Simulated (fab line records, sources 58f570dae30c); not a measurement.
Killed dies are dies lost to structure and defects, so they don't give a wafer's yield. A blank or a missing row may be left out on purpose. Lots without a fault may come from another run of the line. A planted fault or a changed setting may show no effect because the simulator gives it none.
Which tool did it? | flow berkeley_cmos170 | 14 lots, 42 wafers sampled, at 6 steps of a route of 331

WHAT THE GAUGES READ, wafer by wafer
UCB170_PLDD_TW_MEAS_11. Usual: PLDD_TW 1009, standard deviation 9.9.
lot  | measured     | on            | PLDD_TW                 | flag
L736 | day 5 17:37  | film_metro-04 | 997 997 1000            |
L737 | day 6 04:09  | film_metro-04 | 1002 994 995            |
L739 | day 6 17:21  | film_metro-04 | 996 1006 996            |
L738 | day 6 17:52  | film_metro-01 | 1019 1020 1020          |
L743 | day 7 02:17  | film_metro-04 | 935 934 941 940 937 938 | OFF
L744 | day 7 01:46  | film_metro-01 | 961 960 963 961 967 960 | OFF
L745 | day 7 17:56  | film_metro-01 | 1018 1017 1016          |
L748 | day 8 09:27  | film_metro-01 | 1026 1026 1015          |
L751 | day 9 11:15  | film_metro-01 | 1023 1021 1022          |
L753 | day 9 19:29  | film_metro-03 | 1010 1006 1004          |
L754 | day 9 23:25  | film_metro-03 | 1008 1007 1005          |
L757 | day 10 08:55 | film_metro-03 | 1015 1013 1007          |
L758 | day 10 18:06 | film_metro-03 | 1012 1011 1012          |
L759 | day 11 12:13 | film_metro-04 | 997 991 991             |

UCB170_SDANNEAL_RS_MEAS_04: measures by four-point-probe. Usual: PLDD_RS 1029.9 ohm/sq, standard deviation 2.5.
lot  | measured     | on            | PLDD_RS (ohm/sq)                          | flag
L736 | day 6 10:27  | film_metro-03 | 1026.9 1025.5 1027.4                      |
L737 | day 6 15:52  | film_metro-04 | 1033.5 1031.1 1032.9                      |
L739 | day 7 04:24  | film_metro-04 | 1033.6 1031.4 1032.1                      |
L738 | day 7 04:25  | film_metro-01 | 1035.3 1031.8 1034.1                      |
L743 | day 8 01:37  | film_metro-04 | 1046.8 1043.8 1042.4 1047.0 1046.0 1047.4 | OFF
L744 | day 7 13:59  | film_metro-01 | 1049.2 1046.2 1047.3 1048.3 1046.2 1049.7 | OFF
L745 | day 8 07:08  | film_metro-01 | 1030.1 1028.0 1031.2                      |
L748 | day 8 21:54  | film_metro-03 | 1030.0 1032.6 1027.9                      |
L751 | day 10 00:30 | film_metro-01 | 1033.4 1028.9 1029.5                      |
L753 | day 10 11:13 | film_metro-01 | 1030.6 1028.5 1028.5                      |
L754 | day 10 13:28 | film_metro-03 | 1027.2 1033.9 1029.0                      |
L757 | day 10 22:46 | film_metro-01 | 1028.3 1027.5 1030.6                      |
L758 | day 11 08:01 | film_metro-04 | 1033.3 1033.7 1033.5                      |
L759 | day 11 22:38 | film_metro-03 | 1027.9 1029.0 1026.2                      |

WHICH TOOL RAN EACH LOT (tool, then ch and the chambers of the sampled wafers, then the start)
lot  | UCB170_ACTIVE_ETCH_15             | UCB170_PLDD_IMPLANT_08          | UCB170_NLDD_STRIP_10                 | UCB170_NSD_STRIP_09
L736 | rie_diel-04 ch 0,2, day 3 21:31   | implanter-04 ch 0, day 5 17:13  | plasma_asher-01 ch 0,1, day 5 19:39  | plasma_asher-04 ch 0,1, day 6 05:58
L737 | rie_diel-04 ch 0,1, day 4 06:28   | implanter-04 ch 0, day 6 03:46  | plasma_asher-02 ch 0,1, day 6 05:53  | plasma_asher-04 ch 0,1, day 6 14:14
L739 | rie_diel-04 ch 0,3, day 4 19:54   | implanter-01 ch 0, day 6 16:57  | plasma_asher-03 ch 0, day 6 19:01    | plasma_asher-03 ch 0, day 7 02:38
L738 | rie_diel-02 ch 0,2,3, day 4 20:18 | implanter-04 ch 0, day 6 17:28  | plasma_asher-03 ch 0,1, day 6 19:34  | plasma_asher-02 ch 0,1, day 7 02:55
L743 | rie_diel-04 ch 0,1,2, day 5 09:18 | implanter-04 ch 0, day 7 01:53  | plasma_asher-01 ch 0,1, day 7 16:55  | plasma_asher-03 ch 0,1, day 8 00:01
L744 | rie_diel-02 ch 0,2, day 5 09:25   | implanter-04 ch 0, day 7 01:23  | plasma_asher-03 ch 0,1, day 7 05:22  | plasma_asher-02 ch 0,1, day 7 12:27
L745 | rie_diel-02 ch 0,1,3, day 5 15:40 | implanter-01 ch 0, day 7 17:32  | plasma_asher-01 ch 0,1, day 7 19:40  | plasma_asher-02 ch 0,1, day 8 05:33
L748 | rie_diel-03 ch 0,1,3, day 6 10:38 | implanter-02 ch 0, day 8 09:03  | plasma_asher-01 ch 0,1, day 8 11:32  | plasma_asher-02 ch 0,1, day 8 20:19
L751 | rie_diel-04 ch 0,1,2, day 7 06:37 | implanter-01 ch 0, day 9 10:51  | plasma_asher-03 ch 0,1, day 9 13:05  | plasma_asher-04 ch 0,1, day 9 20:50
L753 | rie_diel-02 ch 1,2, day 7 14:35   | implanter-01 ch 0, day 9 19:05  | plasma_asher-01 ch 0,1, day 9 21:30  | plasma_asher-02 ch 0,1, day 10 09:39
L754 | rie_diel-03 ch 1,2, day 7 23:25   | implanter-04 ch 0, day 9 23:02  | plasma_asher-01 ch 0,1, day 10 01:50 | plasma_asher-04 ch 0,1, day 10 09:57
L757 | rie_diel-04 ch 0,2, day 8 10:18   | implanter-04 ch 0, day 10 08:31 | plasma_asher-01 ch 0,1, day 10 10:35 | plasma_asher-02 ch 0,1, day 10 20:53
L758 | rie_diel-02 ch 0,1,2, day 8 19:52 | implanter-04 ch 0, day 10 17:42 | plasma_asher-02 ch 0,1, day 10 20:18 | plasma_asher-04 ch 0,1, day 11 06:34
L759 | rie_diel-03 ch 0,3, day 9 07:47   | implanter-04 ch 0, day 11 11:49 | plasma_asher-03 ch 0,1, day 11 14:15 | plasma_asher-04 ch 0,1, day 11 21:10
- UCB170_ACTIVE_ETCH_15: etches Si3N4 in CH3F/Ar/O2, stops on SiO2, target depth 242 nm, time 148.7 s.
- UCB170_PLDD_IMPLANT_08
- UCB170_NLDD_STRIP_10: strips in O2.
- UCB170_NSD_STRIP_09: strips in O2.

WHAT THE TOOLS THEMSELVES READ (means of the sampled wafers that have a number; where no wafer has one, the mark that the record gives instead)
UCB170_ACTIVE_ETCH_15. Usual: drypump_motor_current_A 5.9 A, standard deviation 0.45; mfc_ar_sccm 49.98 sccm, standard deviation 0.16; oes_product_au 0.949 a.u., standard deviation 0.016; throttle_valve_pct 8.06 %, standard deviation 0.13.
lot  | tool        | drypump_motor_current_A (A) | mfc_ar_sccm (sccm) | oes_product_au (a.u.) | throttle_valve_pct (%) | flag
L736 | rie_diel-04 | 6.5                         | 50.09              | 0.954                 | 8.08                   |
L737 | rie_diel-04 | 5.9                         | 49.89              | 0.954                 | 8.14                   |
L739 | rie_diel-04 | 6.3                         | 49.98              | 0.945                 | 8.10                   |
L738 | rie_diel-02 | 6.0                         | 49.95              | 0.934                 | 8.02                   |
L743 | rie_diel-04 | 6.1                         | 49.93              | 0.958                 | 8.07                   |
L744 | rie_diel-02 | 6.2                         | 50.08              | 0.952                 | 8.07                   |
L745 | rie_diel-02 | 6.3                         | 49.77              | 0.943                 | 7.91                   |
L748 | rie_diel-03 | 5.5                         | 49.89              | 0.951                 | 8.10                   |
L751 | rie_diel-04 | 6.1                         | 49.86              | 0.948                 | 8.06                   |
L753 | rie_diel-02 | 5.8                         | 49.96              | 0.938                 | 8.13                   |
L754 | rie_diel-03 | 5.6                         | 50.06              | 0.950                 | 8.16                   |
L757 | rie_diel-04 | 6.2                         | 50.02              | 0.945                 | 7.99                   |
L758 | rie_diel-02 | 6.2                         | 50.09              | 0.939                 | 8.04                   |
L759 | rie_diel-03 | 5.5                         | 50.02              | 0.943                 | 8.08                   |

UCB170_PLDD_IMPLANT_08. Usual: beam_energy_keV 10.001, standard deviation 0.003; beam_on_s 10.00 s, standard deviation 0.19; end_station_pressure_torr 5.13e-06 Torr, standard deviation 2.9e-07; faraday_current_uA 158.6, standard deviation 3; rotation_deg -0.004 degrees, standard deviation 0.018.
lot  | tool         | beam_energy_keV | beam_on_s (s) | end_station_pressure_torr (Torr) | faraday_current_uA | rotation_deg (degrees) | flag
L736 | implanter-04 | 10.003          | 10.04         | 5.16e-06                         | 158.4              | -0.029                 |
L737 | implanter-04 | 9.995           | 9.86          | 4.94e-06                         | 161.1              | 0.000                  |
L739 | implanter-01 | 10.000          | 10.03         | 5.33e-06                         | 157.8              | 0.010                  |
L738 | implanter-04 | 9.998           | 9.84          | 4.83e-06                         | 161.0              | -0.001                 |
L743 | implanter-04 | 6.501           | 15.96         | 5.19e-06                         | 99.2               | -0.009                 | OFF
L744 | implanter-04 | 6.501           | 15.69         | 5.08e-06                         | 100.9              | 0.012                  | OFF
L745 | implanter-01 | 10.003          | 10.17         | 5.34e-06                         | 155.7              | 0.017                  |
L748 | implanter-02 | 10.004          | 10.07         | 4.99e-06                         | 157.2              | -0.005                 |
L751 | implanter-01 | 10.000          | 10.09         | 5.01e-06                         | 157.6              | 0.010                  |
L753 | implanter-01 | 9.996           | 9.81          | 5.10e-06                         | 161.8              | -0.009                 |
L754 | implanter-04 | 9.998           | 9.77          | 4.92e-06                         | 162.2              | 0.006                  |
L757 | implanter-04 | 9.999           | 10.12         | 4.99e-06                         | 157.1              | -0.005                 |
L758 | implanter-04 | 10.001          | 9.89          | 5.42e-06                         | 160.6              | 0.006                  |
L759 | implanter-04 | 9.997           | 10.04         | 4.98e-06                         | 157.4              | -0.003                 |

UCB170_NLDD_STRIP_10. Usual: drypump_motor_current_A 5.9 A, standard deviation 0.48; oes_product_au 0.734 a.u., standard deviation 0.0044; strip_time_to_endpoint_s 21.64 s, standard deviation 0.061.
lot  | tool            | drypump_motor_current_A (A) | oes_product_au (a.u.) | strip_time_to_endpoint_s (s) | flag
L736 | plasma_asher-01 | 5.7                         | 0.733                 | 21.59                        |
L737 | plasma_asher-02 | 6.0                         | 0.735                 | 21.61                        |
L739 | plasma_asher-03 | 5.6                         | 0.733                 | 21.67                        |
L738 | plasma_asher-03 | 5.6                         | 0.735                 | 21.70                        |
L743 | plasma_asher-01 | 6.1                         | 0.735                 | 21.64                        |
L744 | plasma_asher-03 | 5.6                         | 0.738                 | 21.66                        |
L745 | plasma_asher-01 | 6.1                         | 0.735                 | 21.64                        |
L748 | plasma_asher-01 | 5.7                         | 0.734                 | 21.66                        |
L751 | plasma_asher-03 | 5.6                         | 0.735                 | 21.61                        |
L753 | plasma_asher-01 | 6.2                         | 0.737                 | 21.61                        |
L754 | plasma_asher-01 | 5.7                         | 0.734                 | 21.57                        |
L757 | plasma_asher-01 | 6.2                         | 0.737                 | 21.68                        |
L758 | plasma_asher-02 | 6.0                         | 0.735                 | 21.67                        |
L759 | plasma_asher-03 | 5.6                         | 0.735                 | 21.61                        |

UCB170_NSD_STRIP_09. Usual: drypump_motor_current_A 5.6 A, standard deviation 0.46; oes_product_au 0.534 a.u., standard deviation 0.0044; strip_time_to_endpoint_s 35.86 s, standard deviation 0.099.
lot  | tool            | drypump_motor_current_A (A) | oes_product_au (a.u.) | strip_time_to_endpoint_s (s) | flag
L736 | plasma_asher-04 | 5.2                         | 0.534                 | 35.85                        |
L737 | plasma_asher-04 | 5.2                         | 0.537                 | 35.96                        |
L739 | plasma_asher-03 | 5.6                         | 0.534                 | 35.68                        |
L738 | plasma_asher-02 | 6.0                         | 0.535                 | 35.96                        |
L743 | plasma_asher-03 | 5.6                         | 0.538                 | 35.72                        |
L744 | plasma_asher-02 | 6.0                         | 0.535                 | 35.91                        |
L745 | plasma_asher-02 | 6.2                         | 0.534                 | 35.76                        |
L748 | plasma_asher-02 | 6.0                         | 0.534                 | 35.93                        |
L751 | plasma_asher-04 | 5.2                         | 0.532                 | 35.92                        |
L753 | plasma_asher-02 | 6.0                         | 0.536                 | 35.83                        |
L754 | plasma_asher-04 | 5.1                         | 0.535                 | 35.78                        |
L757 | plasma_asher-02 | 6.0                         | 0.536                 | 35.93                        |
L758 | plasma_asher-04 | 5.2                         | 0.533                 | 35.78                        |
L759 | plasma_asher-04 | 5.2                         | 0.538                 | 35.87                        |

THE ANSWER, worked out from the rows above alone
Rule: a lot is off if the mean of its wafers that have a number lies more than 3 standard deviations from the usual mean. A lot without any number at a reading at which 4 lots or more have one is off too. The other lots that the step has rows for count as sound. The gauges are gone through in route order, then the tools' own readings, and for those a lot's mean is taken as printed above. The first step at which some lot is off is used, and at that step the reading that is off furthest; a lot without a number counts as furthest.
Off: L743, L744, at UCB170_PLDD_TW_MEAS_11 (PLDD_TW).
A tool fits if, at a process step before that reading, it ran every lot that is off, and no sound lot after the first of them. The gauges at UCB170_PLDD_TW_MEAS_11 aren't tried: what is off there is off at UCB170_PLDD_IMPLANT_08 too, on other tools, and a gauge's error can't cause that. None of those tried fits.

WHAT THE SIMULATOR HAD PUT IN
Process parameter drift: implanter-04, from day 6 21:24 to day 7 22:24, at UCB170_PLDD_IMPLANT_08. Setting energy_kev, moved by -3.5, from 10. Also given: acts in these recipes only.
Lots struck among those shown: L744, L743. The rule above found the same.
